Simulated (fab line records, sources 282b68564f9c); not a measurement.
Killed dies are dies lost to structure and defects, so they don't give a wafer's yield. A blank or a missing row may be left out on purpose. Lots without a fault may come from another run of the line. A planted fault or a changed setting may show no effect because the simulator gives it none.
fab line records | flow rit_cmos
record lots=5 wafers=23
route steps=202 shown ACTIVE@2 FOX2@23 NWELL@36 NRETRO@54 GATE@76 NLDD@111 PLDD@122 M1@202
start_h: hours from the record's first day to the start of the lot's first wafer shown | wait_h: hours since the lot's step before | " the same as in the row above | L1.1+2: a row that stands for several wafers | - no value, or no start given | * or withheld: withheld | < > ~ a bound
route shown NAME@n: a module of which the file shows steps, and the number in the route of the first | usual: mean/standard deviation of fault-free wafers | same: alike in all rows | chamber/n: place in a boat | sites: the reading at each site | _std_site: their standard deviation | _edge_site: outer sites' mean less inner sites' | radius_mm: how far each site lies from the wafer's centre | mask NAME#n: copy n | behind: the tool/chamber that last shaped the wafer | hold: why the lot was held/for how many hours/how that ended | device: the transistor (n, p or np) that didn't switch | end of line: the same wafers' tests at the end of the route | a step without rows: its recipe alone | killed: dies lost to structure and defects at the first sort, not the wafer's yield | map: a wafer's dies, x killed, . not, _ none there
set.NAME: the setting as run; set.NAME@STEP: as run at that earlier step | model.NAME: the simulator's own value behind a step, which no gauge read
lots whose settings were changed on purpose; a table a step, a row a wafer
## steps
# step RIT_ACTIVE_OXIDATION_01
# recipe temp_c=1000 ambient=O2 target_thk_a=468 ox_time_s=3360
# columns lot.wafer tool chamber start_h wait_h set.ox_time_s model.SiO2_of_ACTIVE_OXIDATION_01.thk_nm
L074.1 - - - 0.1 3360 47.02
L074.2 " - " " 3360 47.8
L074.4 " - " " 3360 47.76
L074.5 " - " " 3360 47.4
L074.6 " - " " 3360 47.48
L076.1 - - - 1.1 3360 46.67
L076.2+3 " - " " 3360 46.71
L076.4 " - " " 3360 46.94
L076.6 " - " " 3360 47.15
L079.1 furnace-01 0 35.65 0.6 3360 46.98
L079.2 " 0 " " 3360 46.34
L079.3 " 0 " " 3360 46.15
L084.1 - - - 0.1 3183 44.6
L084.2 " - " " 3183 44.25
L084.3 " - " " 3183 45.13
L084.4 " - " " 3183 44.74
L084.6 " - " " 3183 45.36
L085.2 - - - 0.1 3624 49.16
L085.3 " - " " 3624 48.58
L085.4 " - " " 3624 49.15
L085.5 " - " " 3624 48.42
L085.6 " - " " 3624 49.68
# step RIT_FOX2_OXIDATION_00
# recipe temp_c=1100 ambient=H2O target_thk_a=3507 p_h2o_torr=720 ox_time_s=1130
# columns lot.wafer tool chamber start_h wait_h set.temp_c model.SiO2_of_FOX2_OXIDATION_00.thk_nm
L074.1 - - - 0.9 1086 325.5
L074.2 " - " " 1086 328.4
L074.4 " - " " 1086 318.3
L074.5 " - " " 1086 329.8
L074.6 " - " " 1086 327.3
L076.1 - - - 0.0 1079 323.7
L076.2 " - " " 1079 321.4
L076.3 " - " " 1079 324.9
L076.4 " - " " 1079 325.4
L076.6 " - " " 1079 322.1
L079.1 furnace-01 0 42.65 0.0 1100 354
L079.2 " 0 " " 1100 357.6
L079.3 " 0 " " 1100 359.3
L084.1 - - - 0.0 1117 377.5
L084.2 " - " " 1117 375
L084.3 " - " " 1117 372.8
L084.4 " - " " 1117 374.4
L084.6 " - " " 1117 378.5
L085.2 - - - 0.0 1087 323.1
L085.3 " - " " 1087 321.5
L085.4 " - " " 1087 319.2
L085.5 " - " " 1087 316.3
L085.6 " - " " 1087 322.3
# step RIT_FOX2_THK_MEAS_01
# recipe reads=SiO2_of_FOX2_OXIDATION_00
# usual FOX2_OXIDE_THK=349/5.8
# columns lot.wafer tool chamber start_h wait_h set.temp_c@FOX2_OXIDATION_00 FOX2_OXIDE_THK[nm]
L074.1 film_metro-02 - - - 1086 326
L074.2 " - " " 1086 328
L074.4 " - " " 1086 318
L074.5 " - " " 1086 330
L074.6 " - " " 1086 327
L076.1 film_metro-02 - - - 1079 324
L076.2 " - " " 1079 321
L076.3 " - " " 1079 325
L076.4 " - " " 1079 326
L076.6 " - " " 1079 322
L079.1 film_metro-01 - 43.96 0.0 1100 354
L079.2 " - " " 1100 357
L079.3 " - " " 1100 359
L084.1 film_metro-04 - - - 1117 378
L084.2 " - " " 1117 375
L084.3 " - " " 1117 373
L084.4 " - " " 1117 374
L084.6 " - " " 1117 378
L085.2 film_metro-04 - - - 1087 323
L085.3 " - " " 1087 321
L085.4 " - " " 1087 319
L085.5 " - " " 1087 317
L085.6 " - " " 1087 322
# step RIT_FOX2_CLEAN_02
# recipe chemistry=dHF dilution=50:1 time_s=180
# step RIT_FOX2_WET_ETCH_03
# recipe chemistry=H3PO4 target=Si3N4 target_depth_nm=195 temp_c=165 time_s=2700
# step RIT_FOX2_THK_MEAS_90
# recipe reads=SiO2_of_FOX2_OXIDATION_00
# usual FIELD_OXIDE_LEFT_1_THK=322/5.9
# columns lot.wafer tool chamber start_h wait_h set.temp_c@FOX2_OXIDATION_00 FIELD_OXIDE_LEFT_1_THK[nm]
L074.1 film_metro-02 - 21.95 0.0 1086 298
L074.2 " - " " 1086 301
L074.4 " - " " 1086 291
L074.5 " - " " 1086 303
L074.6 " - " " 1086 300
L076.1 film_metro-01 - 30.34 0.0 1079 296
L076.2 " - " " 1079 294
L076.3 " - " " 1079 297
L076.4 " - " " 1079 298
L076.6 " - " " 1079 295
L079.1 film_metro-04 - 44.84 0.0 1100 326
L079.2 " - " " 1100 330
L079.3 " - " " 1100 332
L084.1 film_metro-04 - 69.30 0.0 1117 350
L084.2 " - " " 1117 347
L084.3 " - " " 1117 346
L084.4 " - " " 1117 347
L084.6 " - " " 1117 351
L085.2 film_metro-01 - 74.22 0.0 1087 296
L085.3 " - " " 1087 294
L085.4 " - " " 1087 292
L085.5 " - " " 1087 289
L085.6 " - " " 1087 295
# step RIT_NWELL_IMPLANT_08
# recipe species=P energy_kev=170 dose_cm2=5e+13 tilt_deg=7
# columns lot.wafer tool chamber start_h wait_h set.energy_kev model.implant.rp_nm model.implant.drp_nm
L074.1+2+4+5+6 implanter-01 0 23.18 0.2 170 210 68.82
L076.1+4+6 implanter-01 0 31.79 0.2 170 216.4 68.82
L076.2+3 " 0 " " 176.7 225.2 70.85
L079.1+2+3 implanter-01 0 46.26 0.2 170 215.2 68.82
L084.1+4+6 implanter-02 0 70.52 0.2 170 208.2 68.82
L084.2+3 " 0 " " 160 195.6 65.82
L085.2+3+4+5+6 implanter-01 0 75.46 0.2 170 220.5 68.82
# step RIT_NRETRO_COAT_01
# recipe resist=NOVOLAK spin_rpm=2000 resist_thk_nm=1300
# columns lot.wafer tool chamber start_h wait_h set.spin_rpm model.NOVOLAK_of_NRETRO_COAT_01.thk_nm
L074.1 litho_track-04 0 30.59 0.1 2000 1302
L074.2+6 " 0 " " 2000 1307
L074.4 " 0 " " 2000 1309
L074.5 " 0 " " 2000 1305
L076.1 litho_track-02 0 39.42 0.1 1946 1313
L076.2 " 0 " " 2000 1292
L076.3+6 " 0 " " 2000 1295
L076.4 " 0 " " 1946 1310
L079.1 litho_track-04 0 53.86 0.1 2000 1298
L079.2 " 0 " " 2000 1300
L079.3 " 0 " " 2000 1299
L084.1 litho_track-01 0 78.15 0.1 1939 1325
L084.2 " 0 " " 1939 1323
L084.3 " 0 " " 1939 1327
L084.4 " 0 " " 2000 1308
L084.6 " 0 " " 2000 1301
L085.2 litho_track-01 0 82.89 0.1 2128 1261
L085.3 " 0 " " 2128 1262
L085.4 " 0 " " 2128 1259
L085.5 " 0 " " 2000 1300
L085.6 " 0 " " 2000 1302
# step RIT_NRETRO_DEVELOP_05
# recipe resist=NOVOLAK develop_time_s=68 dev_temp_c=23
# columns lot.wafer tool chamber start_h wait_h set.develop_time_s
L074.1+5+6 litho_track-02 0 - - 64.57
L074.2+4 " 0 " " 68
L076.1+2+4 litho_track-02 0 - - 68
L076.3+6 " 0 " " 65.17
L079.1+2+3 litho_track-02 0 - - 68
L084.1+2+4 litho_track-02 0 - - 68
L084.3+6 " 0 " " 77.98
L085.2+4+6 litho_track-01 0 - - 73.99
L085.3+5 " 0 " " 68
# step RIT_NRETRO_HARDBAKE_07
# recipe resist=NOVOLAK temp_c=140 time_s=120
# columns lot.wafer tool chamber start_h wait_h set.spin_rpm@NRETRO_COAT_01 model.NOVOLAK_of_NRETRO_COAT_01.thk_nm
L074.1 litho_track-02 0 31.79 0.2 2000 1139
L074.2+6 " 0 " " 2000 1143
L074.4 " 0 " " 2000 1145
L074.5 " 0 " " 2000 1141
L076.1 litho_track-04 0 40.18 0.0 1946 1149
L076.2 " 0 " " 2000 1130
L076.3+6 " 0 " " 2000 1133
L076.4 " 0 " " 1946 1145
L079.1 litho_track-02 0 54.75 0.0 2000 1135
L079.2+3 " 0 " " 2000 1136
L084.1 litho_track-01 0 78.91 0.0 1939 1158
L084.2 " 0 " " 1939 1157
L084.3 " 0 " " 1939 1160
L084.4 " 0 " " 2000 1144
L084.6 " 0 " " 2000 1138
L085.2 litho_track-01 0 83.80 0.1 2128 1103
L085.3 " 0 " " 2128 1104
L085.4 " 0 " " 2128 1101
L085.5 " 0 " " 2000 1137
L085.6 " 0 " " 2000 1138
# step RIT_GATE_CLEAN_01
# recipe chemistry=SC1 mix=3:3:50 time_s=600 temp_c=75
# columns lot.wafer tool chamber start_h wait_h set.time_s
L074.1+2+4+5+6 - - - 0.0 600
L076.1+2+3+4+6 - - - 0.0 600
L079.1+2+3 wet_bench-01 3 56.97 0.0 600
L084.1+2+3+4+6 - - - 0.0 542.7
L085.2+3+4+5+6 - - - 0.0 570.8
# step RIT_GATE_CLEAN_02
# recipe chemistry=dHF dilution=50:1 time_s=30
# step RIT_GATE_CLEAN_03
# recipe chemistry=SC2 mix=3:3:50 time_s=600 temp_c=75 dry=n2_spin
# step RIT_GATE_CLEAN_04
# recipe chemistry=dHF dilution=50:1 time_s=60 dry=n2_spin
# step RIT_FOX2_THK_MEAS_91
# recipe reads=SiO2_of_FOX2_OXIDATION_00
# usual FIELD_OXIDE_LEFT_2_THK=254/5.8
# columns lot.wafer tool chamber start_h wait_h set.temp_c@FOX2_OXIDATION_00 FIELD_OXIDE_LEFT_2_THK[nm]
L074.1 film_metro-04 - 34.54 0.0 1086 230
L074.2 " - " " 1086 234
L074.4 " - " " 1086 223
L074.5 " - " " 1086 235
L074.6 " - " " 1086 233
L076.1 film_metro-01 - 43.03 0.0 1079 229
L076.2 " - " " 1079 227
L076.3 " - " " 1079 230
L076.4 " - " " 1079 231
L076.6 " - " " 1079 227
L079.1 film_metro-04 - 57.38 0.0 1100 258
L079.2 " - " " 1100 262
L079.3 " - " " 1100 264
L084.1 film_metro-02 - 81.67 0.0 1117 282
L084.2 " - " " 1117 279
L084.3 " - " " 1117 277
L084.4 " - " " 1117 279
L084.6 " - " " 1117 283
L085.2 film_metro-02 - 86.51 0.0 1087 229
L085.3 " - " " 1087 227
L085.4 " - " " 1087 225
L085.5 " - " " 1087 222
L085.6 " - " " 1087 227
# step RIT_GATE_COAT_11
# recipe resist=NOVOLAK spin_rpm=4250 resist_thk_nm=850
# columns lot.wafer tool chamber start_h wait_h set.resist_thk_nm model.NOVOLAK_of_GATE_COAT_11.thk_nm
L074.1 litho_track-03 0 39.72 0.1 850 853.3
L074.2 " 0 " " 879.5 877.6
L074.4 " 0 " " 850 850.7
L074.5 " 0 " " 850 850.6
L074.6 " 0 " " 879.5 881.5
L076.1 litho_track-03 0 46.41 0.1 801.3 801.3
L076.2 " 0 " " 850 850.3
L076.3 " 0 " " 850 852.9
L076.4 " 0 " " 850 850.2
L076.6 " 0 " " 801.3 802.7
L079.1 litho_track-03 0 60.65 0.1 850 854.4
L079.2 " 0 " " 850 852.1
L079.3 " 0 " " 850 851.7
L084.1 litho_track-01 0 86.11 0.1 813.4 816
L084.2 " 0 " " 850 850.6
L084.3 " 0 " " 850 848.2
L084.4 " 0 " " 850 849
L084.6 " 0 " " 813.4 813.6
L085.2 litho_track-02 0 90.29 0.1 850 849
L085.3 " 0 " " 850 850.3
L085.4 " 0 " " 850 848.6
L085.5 " 0 " " 850 849.7
L085.6 " 0 " " 850 849.2
# step RIT_GATE_SOFTBAKE_12
# recipe resist=NOVOLAK temp_c=89.6 time_s=60
# step RIT_GATE_EXPOSE_13
# recipe mask_id=M6 na=0.6 source_shape=conventional sigma_outer=0.6 target_cd_nm=150 dose_mj=380
# step RIT_GATE_PEB_14
# recipe resist=NOVOLAK temp_c=withheld time_s=withheld
# step RIT_GATE_DEVELOP_15
# recipe resist=NOVOLAK develop_time_s=50 dev_temp_c=23
# step RIT_GATE_CD_MEAS_16
# recipe target_cd_nm=150
# usual cd_nm=148.8/2.6
# columns lot.wafer tool chamber start_h wait_h set.resist_thk_nm@GATE_COAT_11 cd_nm
L074.1 cd_sem-01 - 40.42 - 850 149.7
L074.2 " - " " 879.5 153.0
L074.4 " - " " 850 147.6
L074.5 " - " " 850 149.8
L074.6 " - " " 879.5 154.9
L076.1 cd_sem-01 - 47.24 - 801.3 138.5
L076.2 " - " " 850 147.2
L076.3 " - " " 850 147.9
L076.4 " - " " 850 150.0
L076.6 " - " " 801.3 137.6
L079.1 cd_sem-02 - 61.47 - 850 150.8
L079.2 " - " " 850 151.2
L079.3 " - " " 850 150.1
L084.1 cd_sem-01 - 86.81 - 813.4 146.0
L084.2 " - " " 850 149.1
L084.3 " - " " 850 151.7
L084.4 " - " " 850 152.1
L084.6 " - " " 813.4 144.4
L085.2 cd_sem-02 - 91.11 - 850 145.6
L085.3 " - " " 850 146.9
L085.4 " - " " 850 145.6
L085.5 " - " " 850 144.2
L085.6 " - " " 850 144.7
# step RIT_GATE_HARDBAKE_18
# recipe resist=NOVOLAK temp_c=140 time_s=60
# columns lot.wafer tool chamber start_h wait_h set.resist_thk_nm@GATE_COAT_11 model.NOVOLAK_of_GATE_COAT_11.thk_nm
L074.1 litho_track-02 0 40.57 0.0 850 755.4
L074.2 " 0 " " 879.5 776.6
L074.4 " 0 " " 850 753.1
L074.5 " 0 " " 850 752.9
L074.6 " 0 " " 879.5 780.1
L076.1 litho_track-03 0 47.40 0.0 801.3 709.8
L076.2+4 " 0 " " 850 752.7
L076.3 " 0 " " 850 755
L076.6 " 0 " " 801.3 711
L079.1 litho_track-02 0 61.77 0.2 850 756.3
L079.2 " 0 " " 850 754.3
L079.3 " 0 " " 850 754
L084.1 litho_track-01 0 86.97 0.0 813.4 722.7
L084.2 " 0 " " 850 753
L084.3 " 0 " " 850 750.9
L084.4 " 0 " " 850 751.6
L084.6 " 0 " " 813.4 720.6
L085.2 litho_track-02 0 91.27 0.0 850 751.5
L085.3 " 0 " " 850 752.7
L085.4 " 0 " " 850 751.3
L085.5 " 0 " " 850 752.2
L085.6 " 0 " " 850 751.7
# step RIT_GATE_ETCH_19
# recipe chemistry=SF6/CHF3/O2 time_s=165 SF6_flow_sccm=30 CHF3_flow_sccm=30 O2_flow_sccm=5 target=poly-Si pressure_mtorr=40 rf_w=160 target_depth_a=3125 over_etch_frac=0.25 stop_on=SiO2
# columns lot.wafer tool chamber start_h wait_h set.time_s set.resist_thk_nm@GATE_COAT_11 model.NOVOLAK_of_GATE_COAT_11.thk_nm model.GATE.cd_nm
L074.1 rie_si-01 0 40.72 0.1 151.7 850 675.6 149.2
L074.2 " 2 " " 151.7 879.5 699.3 153.1
L074.4 " 3 " " 165 850 669 147.7
L074.5 " 1 " " 165 850 671.7 149.6
L074.6 " 0 " " 165 879.5 693.7 155.1
L076.1 rie_si-01 2 47.55 0.1 165 801.3 626.3 138.6
L076.2 " 0 " " 156 850 670.1 147
L076.3 " 3 " " 165 850 670.2 148
L076.4 " 1 " " 165 850 672.3 150.1
L076.6 " 2 " " 156 801.3 631.8 138
L079.1 rie_si-02 1 61.92 0.1 165 850 674.1 150.8
L079.2 " 3 " " 165 850 669.2 151.1
L079.3 " 0 " " 165 850 675.8 150.4
L084.1 rie_si-01 2 87.12 0.1 186.5 813.4 628.8 146.1
L084.2 " 3 " " 165 850 668.8 149.2
L084.3 " 1 " " 165 850 671.2 151.5
L084.4 " 0 " " 186.5 850 653.6 151.7
L084.6 " 3 " " 186.5 813.4 625.8 144.6
L085.2 rie_si-02 3 91.40 0.1 165 850 667 145.2
L085.3 " 0 " " 154.9 850 680.1 147.2
L085.4 " 2 " " 154.9 850 675 145.8
L085.5 " 1 " " 165 850 668.9 144.3
L085.6 " 2 " " 165 850 670.8 145
# step RIT_GATE_STRIP_20
# recipe chemistry=O2 time_s=180 resist=NOVOLAK platen_temp_c=withheld power_w=500 pressure_mtorr=4000 o2_flow_sccm=4000
# step RIT_GATE_CD_MEAS_90
# recipe target_cd_nm=150
# usual cd_nm=148.8/2.7
# columns lot.wafer tool chamber start_h wait_h set.resist_thk_nm@GATE_COAT_11 cd_nm
L074.1 cd_sem-01 - 41.00 0.1 850 149.3
L074.2 " - " " 879.5 152.7
L074.4 " - " " 850 148.0
L074.5 " - " " 850 149.5
L074.6 " - " " 879.5 155.3
L076.1 cd_sem-01 - 47.83 0.1 801.3 138.4
L076.2 " - " " 850 146.7
L076.3 " - " " 850 148.0
L076.4 " - " " 850 149.9
L076.6 " - " " 801.3 138.0
L079.1 cd_sem-02 - 62.20 0.1 850 150.8
L079.2 " - " " 850 151.2
L079.3 " - " " 850 150.4
L084.1 cd_sem-01 - 87.40 0.1 813.4 146.4
L084.2 " - " " 850 149.1
L084.3 " - " " 850 151.3
L084.4 " - " " 850 152.0
L084.6 " - " " 813.4 144.7
L085.2 cd_sem-01 - 91.70 0.1 850 145.3
L085.3 " - " " 850 147.3
L085.4 " - " " 850 146.0
L085.5 " - " " 850 144.0
L085.6 " - " " 850 144.6
# step RIT_NLDD_IMPLANT_08
# recipe species=P energy_kev=20 dose_cm2=5e+14 tilt_deg=7
# columns lot.wafer tool chamber start_h wait_h set.energy_kev
L074.1+5+6 implanter-03 0 45.18 0.1 19.35
L074.2+4 " 0 " " 20
L076.1+3+6 implanter-03 0 52.43 0.1 20
L076.2+4 " 0 " " 20.41
L079.1+2+3 implanter-03 0 66.46 0.1 20
L084.1+4 implanter-02 0 91.76 0.1 20.94
L084.2+3+6 " 0 " " 20
L085.2+4+6 implanter-01 0 95.87 0.1 18.83
L085.3+5 " 0 " " 20
# step RIT_NLDD_STRIP_09
# recipe chemistry=O2 time_s=180 resist=NOVOLAK platen_temp_c=withheld power_w=500 pressure_mtorr=4000 o2_flow_sccm=4000
# step RIT_NLDD_TW_MEAS_10
# usual NLDD_TW=2482/18
# columns lot.wafer tool chamber start_h wait_h set.energy_kev@NLDD_IMPLANT_08 NLDD_TW
L074.1 film_metro-02 - 45.50 0.1 19.35 2462
L074.2 " - " " 20 2476
L074.4 " - " " 20 2490
L074.5 " - " " 19.35 2473
L074.6 " - " " 19.35 2465
L076.1 film_metro-03 - 52.76 0.1 20 2471
L076.2 " - " " 20.41 2483
L076.3 " - " " 20 2461
L076.4 " - " " 20.41 2482
L076.6 " - " " 20 2457
L079.1 film_metro-04 - 66.79 0.1 20 2439
L079.2 " - " " 20 2462
L079.3 " - " " 20 2457
L084.1 film_metro-02 - 92.09 0.1 20.94 2521
L084.2 " - " " 20 2489
L084.3 " - " " 20 2486
L084.4 " - " " 20.94 2526
L084.6 " - " " 20 2493
L085.2 film_metro-02 - 96.18 0.1 18.83 2470
L085.3 " - " " 20 2501
L085.4 " - " " 18.83 2450
L085.5 " - " " 20 2499
L085.6 " - " " 18.83 2445
# step RIT_PLDD_IMPLANT_08
# recipe species=BF2 energy_kev=20 dose_cm2=9e+14 tilt_deg=7
# columns lot.wafer tool chamber start_h wait_h set.energy_kev model.implant.rp_nm model.implant.drp_nm
L074.1+6 implanter-01 0 46.73 0.1 20 16.75 9.752
L074.2+4+5 " 0 " " 21.05 17.44 10.11
L076.1+2+3+4+6 implanter-01 0 53.98 0.1 20 17.62 9.752
L079.1+2+3 implanter-02 0 68.01 0.1 20 16.88 9.752
L084.1+2+3+4+6 implanter-02 0 93.31 0.1 20 16.92 9.752
L085.2+5 implanter-01 0 97.51 0.1 20 17.43 9.752
L085.3+4+6 " 0 " " 19.27 16.93 9.5
# step RIT_M1_PROBE_99
# usual killed_at_contacts=0.0/0.2 killed_at_front_end=6/3.1 killed_dies=6/3.1 killed_open=3.1/1.8 killed_short=3.3/2
# same gross_dies=264 killed_at_M0_to_M3=0 killed_at_M4_up=0 killed_at_back_side=0 killed_at_other=0
# columns lot.wafer tool chamber start_h wait_h set.energy_kev@NLDD_IMPLANT_08 set.energy_kev@PLDD_IMPLANT_08 killed_at_contacts killed_at_front_end killed_dies killed_open killed_short model.etest.nldd.rs_ohm_sq model.etest.pldd.rs_ohm_sq
L074.1 prober-02 - 61.55 0.1 19.35 20 0 5 5 3 2 411.3 566.6
L074.2 prober-02 - 61.60 0.1 20 21.05 0 4 4 2 2 398.8 514.5
L074.4 prober-02 - 61.70 0.2 20 21.05 0 4 4 2 2 398.1 518
L074.5 prober-02 - 61.75 0.2 19.35 21.05 0 6 6 3 3 413.1 506.9
L074.6 prober-02 - 61.80 0.2 19.35 20 0 6 6 4 2 410.4 562.9
L076.1 prober-02 - 67.94 0.1 20 20 1 8 9 3 5 437.1 611.3
L076.2 prober-02 - 67.99 0.1 20.41 20 0 19 19 9 10 423.1 595.8
L076.3 prober-02 - 68.04 0.2 20 20 0 6 6 3 3 440.8 617.1
L076.4 prober-02 - 68.09 0.2 20.41 20 0 11 11 5 6 424.6 599.8
L076.6 prober-02 - 68.19 0.2 20 20 0 11 11 7 4 440.2 603.9
L079.1 prober-01 - 84.10 0.1 20 20 0 11 11 7 4 384.5 505
L079.2 prober-01 - 84.15 0.1 20 20 0 8 8 3 5 391.2 527.8
L079.3 prober-01 - 84.20 0.2 20 20 0 6 6 2 4 393.2 524.1
L084.1 prober-02 - 107.13 0.1 20.94 20 0 7 7 3 4 352.5 464.6
L084.2 prober-02 - 107.18 0.1 20 20 0 5 5 2 3 365.5 457.4
L084.3 prober-02 - 107.23 0.2 20 20 0 6 6 2 4 - -
L084.4 prober-02 - 107.28 0.2 20.94 20 0 5 5 5 0 347.4 456.3
L084.6 prober-02 - 107.38 0.2 20 20 0 7 7 3 4 357.8 443.2
L085.2 prober-01 - 111.06 0.1 18.83 20 0 4 4 0 4 363.6 450
L085.3 prober-01 - 111.11 0.2 20 19.27 0 5 5 1 4 353.4 507
L085.4 prober-01 - 111.16 0.2 18.83 19.27 0 7 7 4 3 372.9 503.8
L085.5 prober-01 - 111.21 0.2 20 20 0 8 8 3 5 345.3 455.4
L085.6 prober-01 - 111.26 0.2 18.83 19.27 0 6 6 3 3 368.6 491.3
# killed by level:class
L074.1 FOX2:geometric_particle:short=1 GATE:geometric_particle:open=1 REOX:geometric_particle:open=1 SPACER:geometric_particle:short=1 SILICIDE:geometric_particle:open=1
L074.2 REOX:geometric_particle:short=2 REOX:geometric_particle:open=2
L074.4 FOX1:geometric_particle:open=1 GATE:geometric_particle:short=1 REOX:geometric_particle:short=1 SPACER:geometric_particle:open=1
L074.5 GATE:geometric_particle:short=1 REOX:geometric_particle:open=1 SPACER:geometric_particle:short=1 SPACER:geometric_particle:open=1 SILICIDE:geometric_particle:short=1 SILICIDE:geometric_particle:open=1
L074.6 GATE:geometric_particle:open=2 REOX:geometric_particle:open=2 GATE:geometric_particle:short=1 REOX:geometric_particle:short=1
L076.1 GATE:geometric_particle:short=3 FOX1:geometric_particle:short=1 GATE:geometric_particle:open=1 REOX:geometric_particle:open=1 SPACER:geometric_particle:short=1 SILICIDE:geometric_particle:open=1 CONTACT:area_etch=1
L076.2 GATE:geometric_particle:short=8 GATE:geometric_particle:open=7 SILICIDE:geometric_particle:open=2 SPACER:geometric_particle:short=1 SILICIDE:geometric_particle:short=1
L076.3 GATE:geometric_particle:open=3 GATE:geometric_particle:short=1 SPACER:geometric_particle:short=1 SILICIDE:geometric_particle:short=1
L076.4 GATE:geometric_particle:open=3 GATE:geometric_particle:short=2 REOX:geometric_particle:short=2 SPACER:geometric_particle:short=2 FOX1:geometric_particle:open=1 SPACER:geometric_particle:open=1
L076.6 GATE:geometric_particle:open=3 GATE:geometric_particle:short=2 FOX1:geometric_particle:open=1 FOX1:geometric_particle:short=1 FOX2:geometric_particle:short=1 REOX:geometric_particle:open=1 SPACER:geometric_particle:open=1 SILICIDE:geometric_particle:open=1
L079.1 REOX:geometric_particle:open=2 SPACER:geometric_particle:open=2 SILICIDE:geometric_particle:open=2 ACTIVE:geometric_particle:short=1 GATE:geometric_particle:open=1 GATE:geometric_particle:short=1 REOX:geometric_particle:short=1 SPACER:geometric_particle:short=1
L079.2 GATE:geometric_particle:open=3 GATE:geometric_particle:short=2 REOX:geometric_particle:short=2 FOX2:geometric_particle:short=1
L079.3 SPACER:geometric_particle:short=2 FOX1:geometric_particle:short=1 GATE:geometric_particle:open=1 SPACER:geometric_particle:open=1 SILICIDE:geometric_particle:short=1
L084.1 GATE:geometric_particle:open=3 GATE:geometric_particle:short=1 REOX:geometric_particle:short=1 SPACER:geometric_particle:short=1 SILICIDE:geometric_particle:short=1
L084.2 GATE:geometric_particle:short=2 GATE:geometric_particle:open=2 REOX:geometric_particle:short=1
L084.3 GATE:geometric_particle:short=3 GATE:geometric_particle:open=1 REOX:geometric_particle:short=1 SPACER:geometric_particle:open=1
L084.4 GATE:geometric_particle:open=2 SPACER:geometric_particle:open=2 SILICIDE:geometric_particle:open=1
L084.6 GATE:geometric_particle:short=2 FOX1:geometric_particle:open=1 GATE:geometric_particle:open=1 REOX:geometric_particle:open=1 SPACER:geometric_particle:short=1 SILICIDE:geometric_particle:short=1
L085.2 GATE:geometric_particle:short=3 REOX:geometric_particle:short=1
L085.3 FOX1:geometric_particle:short=1 GATE:geometric_particle:short=1 REOX:geometric_particle:short=1 REOX:geometric_particle:open=1 SILICIDE:geometric_particle:short=1
L085.4 GATE:geometric_particle:open=3 GATE:geometric_particle:short=2 FOX1:geometric_particle:open=1 SILICIDE:geometric_particle:short=1
L085.5 GATE:geometric_particle:short=3 REOX:geometric_particle:short=2 REOX:geometric_particle:open=2 FOX1:geometric_particle:open=1
L085.6 GATE:geometric_particle:short=2 FOX1:geometric_particle:short=1 FOX1:geometric_particle:open=1 REOX:geometric_particle:open=1 SILICIDE:geometric_particle:open=1
## key
split step=RIT_ACTIVE_OXIDATION_01 setting=ox_time_s stated=3360 by=lot
response step=RIT_ACTIVE_OXIDATION_01 reading=model.SiO2_of_ACTIVE_OXIDATION_01.thk_nm change=+0.31 per=1% r=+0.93
split step=RIT_FOX2_OXIDATION_00 setting=temp_c stated=1100 by=lot
response step=RIT_FOX2_OXIDATION_00 reading=model.SiO2_of_FOX2_OXIDATION_00.thk_nm change=+17.1 per=1% r=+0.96
response step=RIT_FOX2_THK_MEAS_01 reading=FOX2_OXIDE_THK change=+17.1 per=1% r=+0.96
response step=RIT_FOX2_THK_MEAS_90 reading=FIELD_OXIDE_LEFT_1_THK change=+17 per=1% r=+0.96
response step=RIT_FOX2_THK_MEAS_91 reading=FIELD_OXIDE_LEFT_2_THK change=+16.8 per=1% r=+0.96
split step=RIT_NWELL_IMPLANT_08 setting=energy_kev stated=170 by=wafer
response step=RIT_NWELL_IMPLANT_08 reading=model.implant.rp_nm change=+2.17 per=1% r=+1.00
response step=RIT_NWELL_IMPLANT_08 reading=model.implant.drp_nm change=+0.512 per=1% r=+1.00
split step=RIT_NRETRO_COAT_01 setting=spin_rpm stated=2000 by=wafer
response step=RIT_NRETRO_COAT_01 reading=model.NOVOLAK_of_NRETRO_COAT_01.thk_nm change=-6.43 per=1% r=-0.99
response step=RIT_NRETRO_HARDBAKE_07 reading=model.NOVOLAK_of_NRETRO_COAT_01.thk_nm change=-5.54 per=1% r=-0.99
split step=RIT_NRETRO_DEVELOP_05 setting=develop_time_s stated=68 by=wafer
response none clear
split step=RIT_GATE_CLEAN_01 setting=time_s stated=600 by=lot
response none clear
split step=RIT_GATE_COAT_11 setting=resist_thk_nm stated=850 by=wafer
response step=RIT_GATE_COAT_11 reading=model.NOVOLAK_of_GATE_COAT_11.thk_nm change=+8.32 per=1% r=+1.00
response step=RIT_GATE_CD_MEAS_16 reading=cd_nm change=+1.59 per=1% r=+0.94
response step=RIT_GATE_HARDBAKE_18 reading=model.NOVOLAK_of_GATE_COAT_11.thk_nm change=+7.28 per=1% r=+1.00
response step=RIT_GATE_ETCH_19 reading=model.NOVOLAK_of_GATE_COAT_11.thk_nm change=+7.64 per=1% r=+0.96
response step=RIT_GATE_ETCH_19 reading=model.GATE.cd_nm change=+1.57 per=1% r=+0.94
response step=RIT_GATE_CD_MEAS_90 reading=cd_nm change=+1.54 per=1% r=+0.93
split step=RIT_GATE_ETCH_19 setting=time_s stated=165 by=wafer
response none clear
split step=RIT_NLDD_IMPLANT_08 setting=energy_kev stated=20 by=wafer
response step=RIT_NLDD_TW_MEAS_10 reading=NLDD_TW change=+7.23 per=1% r=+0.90
response step=RIT_M1_PROBE_99 reading=model.etest.nldd.rs_ohm_sq change=-3.43 per=1% r=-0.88
split step=RIT_PLDD_IMPLANT_08 setting=energy_kev stated=20 by=wafer
response step=RIT_PLDD_IMPLANT_08 reading=model.implant.rp_nm change=+0.132 per=1% r=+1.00
response step=RIT_PLDD_IMPLANT_08 reading=model.implant.drp_nm change=+0.0683 per=1% r=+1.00
response step=RIT_M1_PROBE_99 reading=model.etest.pldd.rs_ohm_sq change=-10.9 per=1% r=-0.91
